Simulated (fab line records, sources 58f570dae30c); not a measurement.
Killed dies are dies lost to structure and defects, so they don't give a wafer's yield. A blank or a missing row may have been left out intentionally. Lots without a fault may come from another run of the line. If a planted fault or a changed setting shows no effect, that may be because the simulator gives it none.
A struck lot beside a sound one / flow berkeleyCmos170 / 42 out of 331 route steps
Sound: wafers L703.2, L703.3, L703.6. Wafers L699.2, L699.3, L699.6 were the ones struck. The cause is given at the end.
At each step with rows: each side's tool, then ch and its chambers, then its first start. Under that, the readings that differ: sound wafers / struck wafers / difference of the means / sigmas: that difference in standard deviations of wafers without a fault.
alike: readings whose means differ by less than 2 such deviations, and words and numbers that are the same on both sides. not compared: withheld readings, readings that some wafer has no value for, bounds like >300 that may hide the same value, and numbers for which the record gives no deviation and whose values overlap.
The two part at a step that has a row with sigmas, a row that says differs or no value, or rows on one side only. Numbers that don't overlap but have no deviation are shown without sigmas and don't part them. Lack of a reading on every wafer of one side parts them only where that side has two or more wafers.

first, 3 steps without rows for these wafers: UCB170_PFIELD_EXPOSE_03 (exposes mask PFIELD, target cd 1500 nm); UCB170_PFIELD_PEB_04; UCB170_PFIELD_DEVELOP_05 (develop time 45 s).
UCB170_PFIELD_OVL_MEAS_06:
  struck on overlay-02, day 8 12:06; sound on overlay-01, day 9 03:16
reading=PFIELD_OVL (nm); sound=5 2 12; struck=-7 -7 -3; difference=-12; sigmas=-2
next, for these wafers, 1 step has no rows: UCB170_PFIELD_IMPLANT_07.
UCB170_PFIELD_STRIP_08: strips in O2.
  sound on plasmaAsher-02 ch 0,1, day 9 03:27; struck on plasmaAsher-01 ch 0,1, day 8 12:17
  alike: drypumpMotorCurrentA, oesProductAu, stripTimeToEndpointS
  not compared: rfHoursCounterH
UCB170_PFIELD_TW_MEAS_09:
  struck on filmMetro-03, day 8 12:23; sound on filmMetro-01, day 9 03:34
reading=PFIELD_TW; sound=598 598 599; struck=606 608 606; difference=+8; sigmas=+2
then, 2 steps without rows for these wafers: UCB170_FIELD_CLEAN_00 (cleans in dHF, time 7.5 s); UCB170_FIELD_OXIDATION_01 (target thk 558.3 nm, ox time 7200 s).
UCB170_FIELD_THK_MEAS_02:
  struck on filmMetro-04, day 8 17:57; sound on filmMetro-04, day 9 10:20
  alike: FIELD_OXIDE_THK
then, 2 steps without rows for these wafers: UCB170_FIELD_ANNEAL_03 (time 1200 s); UCB170_FIELD_WET_ETCH_04 (etches SiO2 in dHF, time 60 s).
UCB170_FIELD_WET_ETCH_05: etches Si3N4 in H3PO4, time 12600 s.
  sound on wetBench-03 ch 2, day 9 15:47; struck on wetBench-04 ch 1, day 8 23:39
  no value came back on the struck wafers for bathGuardTempC (C), bathHeatDutyPct (%); on the sound wafers bathGuardTempC (C) reads 160.35 160.52 160.23
reading=model.Si3N4_of_ACTIVE_CVD_05.thkNm (nm); sound=0 0 0; struck=212.9 214.4 213.3; difference=+213.5; sigmas=
reading=model.SiO2_of_FIELD_OXIDATION_01.thkNm (nm); sound=493.4 505.6 502.8; struck=537 533.5 527.3; difference=+32; sigmas=
UCB170_FIELD_WET_ETCH_06: etches SiO2 in BOE, time 22 s.
  sound on wetBench-03 ch 2, day 9 19:37; struck on wetBench-04 ch 2, day 9 03:10
reading=runLengthS (s); sound=53.5 53.5 53.5; struck=49.6 49.6 49.6; difference=-3.9; sigmas=-3
reading=model.SiO2_of_FIELD_OXIDATION_01.thkNm (nm); sound=442.8 454.7 452; struck=486.8 483.3 477.2; difference=+32.6; sigmas=
  alike: bathHeatDutyPct
UCB170_FIELD_THK_MEAS_90:
  struck on filmMetro-04, day 9 03:14; sound on filmMetro-04, day 9 19:38
reading=FIELD_OXIDE_LEFT_1_THK (nm); sound=443 455 452; struck=488 483 477; difference=+33; sigmas=+3
then, 11 steps without rows for these wafers: UCB170_SACOX_CLEAN_00 (cleans in dHF, time 7.5 s); UCB170_SACOX_OXIDATION_01 (target thk 14.4 nm, ox time 2400 s); UCB170_SCREENOX_WET_ETCH_00 (etches SiO2 in dHF, time 195.1 s); UCB170_SCREENOX_OXIDATION_01 (target thk 14.4 nm, ox time 2400 s); UCB170_SCREENOX_ANNEAL_03 (time 900 s); UCB170_NVT_HMDS_00 (prime time 60 s); UCB170_NVT_COAT_01 (resist thk 900 nm); UCB170_NVT_SOFTBAKE_02 (time 60 s); UCB170_NVT_EXPOSE_03 (exposes mask PWELL, target cd 3000 nm); UCB170_NVT_PEB_04; UCB170_NVT_DEVELOP_05 (develop time 45 s).
UCB170_NVT_OVL_MEAS_06:
  struck on overlay-02, day 10 00:42; sound on overlay-02, day 10 14:07
  alike: NVT_OVL
next, for these wafers, 1 step has no rows: UCB170_NVT_IMPLANT_07.
UCB170_NVT_STRIP_08: strips in O2.
  sound on plasmaAsher-01 ch 0,1, day 10 14:17; struck on plasmaAsher-04 ch 0,1, day 10 00:53
  alike: drypumpMotorCurrentA, oesProductAu, stripTimeToEndpointS
  not compared: rfHoursCounterH
UCB170_NVT_TW_MEAS_09:
  struck on filmMetro-01, day 10 01:05; sound on filmMetro-01, day 10 14:24
  alike: NVT_TW
then, 7 steps without rows for these wafers: UCB170_NVT_CLEAN_10 (cleans in SPM, time 600 s); UCB170_PVT_HMDS_00 (prime time 60 s); UCB170_PVT_COAT_01 (resist thk 900 nm); UCB170_PVT_SOFTBAKE_02 (time 60 s); UCB170_PVT_EXPOSE_03 (exposes mask NWELL, target cd 3000 nm); UCB170_PVT_PEB_04; UCB170_PVT_DEVELOP_05 (develop time 45 s).
UCB170_PVT_OVL_MEAS_06:
  struck on overlay-02, day 10 02:41; sound on overlay-02, day 10 18:06
  alike: PVT_OVL
next, for these wafers, 1 step has no rows: UCB170_PVT_IMPLANT_07.
UCB170_PVT_STRIP_08: strips in O2.
  sound on plasmaAsher-03 ch 0,1, day 10 18:17; struck on plasmaAsher-03 ch 1, day 10 02:52
  alike: drypumpMotorCurrentA, oesProductAu, stripTimeToEndpointS
  not compared: rfHoursCounterH
UCB170_FIELD_THK_MEAS_91:
  struck on filmMetro-02, day 10 03:05; sound on filmMetro-04, day 10 18:31
reading=FIELD_OXIDE_LEFT_2_THK (nm); sound=356 368 365; struck=400 396 390; difference=+32; sigmas=+3
-- the record jumps here: 2 days lie between the struck wafers' starts before and after (it left off in module FIELD and takes up again in module M3, whose first step shown is number 331 of the route) --
UCB170_M3_PROBE_99:
  the record has rows for the struck wafers here (prober-02, day 12 12:12) and none for the sound ones

WHERE THEY PART
At UCB170_PFIELD_OVL_MEAS_06 first; at UCB170_M3_PROBE_99 last (within this record only).

WHY: what the simulator had put in
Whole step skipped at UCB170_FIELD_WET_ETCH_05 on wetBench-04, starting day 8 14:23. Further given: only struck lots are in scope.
